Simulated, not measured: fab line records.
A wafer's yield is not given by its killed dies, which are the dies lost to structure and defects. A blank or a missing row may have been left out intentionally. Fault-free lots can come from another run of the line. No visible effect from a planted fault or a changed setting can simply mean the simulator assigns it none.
A lot that was struck, set against a sound lot || flow berkeley cmos170 || 18 out of 331 route steps
Sound: wafers L590.3, L590.4, L590.5. Wafers struck: L582.2, L582.4, L582.6. At the end, the cause is stated.
Per side, at each step with rows, come the tool, then ch with its chambers, and then its first start. Under that, the readings that differ: sound wafers || struck wafers || difference of the means || sigmas: that difference in standard deviations of wafers without a fault.
alike: same words and numbers on both sides, and readings whose means sit less than 2 such deviations apart. not compared: any withheld reading, any reading some wafer has no value for, any bound like >300 that may hide the same value, and any number with overlapping values for which the record gives no deviation.
Wherever a step has rows on one side only, a row that says differs or no value, or a row with sigmas, the two part there. Non-overlapping numbers with no deviation appear without sigmas and do not part them. A reading missing from all wafers of one side parts the sides only when that side holds two or more wafers.

first, 2 steps without rows for these wafers: UCB170_GATE_PEB_10; UCB170_GATE_DEVELOP_11 (develop time 45 s).
UCB170_GATE_CD_MEAS_12: the cd target is 350 nm.
  struck on cd sem-02, day 7 10:05; sound on cd sem-02, day 9 05:58
  alike: cd nm
UCB170_GATE_OVL_MEAS_13:
  struck on overlay-01, day 7 10:11; sound on overlay-02, day 9 06:04
  alike: GATE_OVL
UCB170_GATE_ETCH_14: etches BARC in N2/H2.
  sound on rie diel-04 ch 0,1,2, day 9 06:05; struck on rie diel-04 ch 0,2, day 7 10:13
  alike: chamber pressure mTorr, drypump motor current A, oes product au, throttle valve pct
UCB170_GATE_ETCH_15: etches poly-Si in HBr/Cl2, stops on SiO2, time 56.3 s, target depth 278.2 nm.
  sound on rie si-02 ch 1,2, day 9 06:08; struck on rie si-01 ch 0,3, day 7 10:16
{"reading": "drypump motor current A (A)", "sound": "5.8 6.4 6.4", "struck": "5.2 5.0 5.0", "difference": -1.1, "sigmas": -2}
{"reading": "oes product au (a.u.)", "sound": "0.811 0.816 0.809", "struck": "0.835 0.836 0.833", "difference": "+0.023", "sigmas": "+3"}
  alike: chamber pressure mTorr, throttle valve pct
  not compared: rf hours counter h
UCB170_GATE_STRIP_16: strips in O2.
  sound on plasma asher-02 ch 0,1, day 9 06:13; struck on plasma asher-04 ch 0,1, day 7 10:18
  alike: chamber pressure mTorr, drypump motor current A, oes product au
  not compared: rf hours counter h
UCB170_GATE_CD_MEAS_90: the cd target is 350 nm.
  struck on cd sem-02, day 7 10:25; sound on cd sem-02, day 9 06:19
  alike: cd nm
then, 4 steps without rows for these wafers: UCB170_GATE_CLEAN_17 (cleans in SPM, time 600 s); UCB170_PLDD_HMDS_00 (prime time 60 s); UCB170_PLDD_COAT_01 (resist thk 900 nm); UCB170_PLDD_SOFTBAKE_02 (time 60 s).
UCB170_PLDD_EXPOSE_03: exposes mask PSELECT, target cd 1200 nm.
  sound on krf scanner-02 ch 0, day 9 07:16; struck on krf scanner-01 ch 0, day 7 11:53
{"reading": "model.PLDD.overlay x nm (nm)", "sound": "-0.7947 -0.7947 -0.7947", "struck": "283.5 283.5 283.5", "difference": "+284.3", "sigmas": ""}
  alike: mask, focus offset nm
then, 2 steps without rows for these wafers: UCB170_PLDD_PEB_04; UCB170_PLDD_DEVELOP_05 (develop time 45 s).
UCB170_PLDD_CD_MEAS_06: the cd target is 1200 nm.
  struck on cd sem-02, day 7 12:59; sound on cd sem-01, day 9 07:42
  alike: cd nm
UCB170_PLDD_OVL_MEAS_07:
  struck on overlay-02, day 7 13:17; sound on overlay-01, day 9 07:47
{"reading": "PLDD_OVL (nm)", "sound": "-7 -3 -12", "struck": "288 289 285", "difference": "+295", "sigmas": "+48"}
  not compared: hold
UCB170_M3_PROBE_99:
  rows exist in the record for the sound wafers here (prober-02, day 11 05:08), none for the struck ones

== WHERE THEY PART ==
Earliest at UCB170_GATE_ETCH_15; latest, in this record, at UCB170_M3_PROBE_99.

WHY: the cause the simulator had injected
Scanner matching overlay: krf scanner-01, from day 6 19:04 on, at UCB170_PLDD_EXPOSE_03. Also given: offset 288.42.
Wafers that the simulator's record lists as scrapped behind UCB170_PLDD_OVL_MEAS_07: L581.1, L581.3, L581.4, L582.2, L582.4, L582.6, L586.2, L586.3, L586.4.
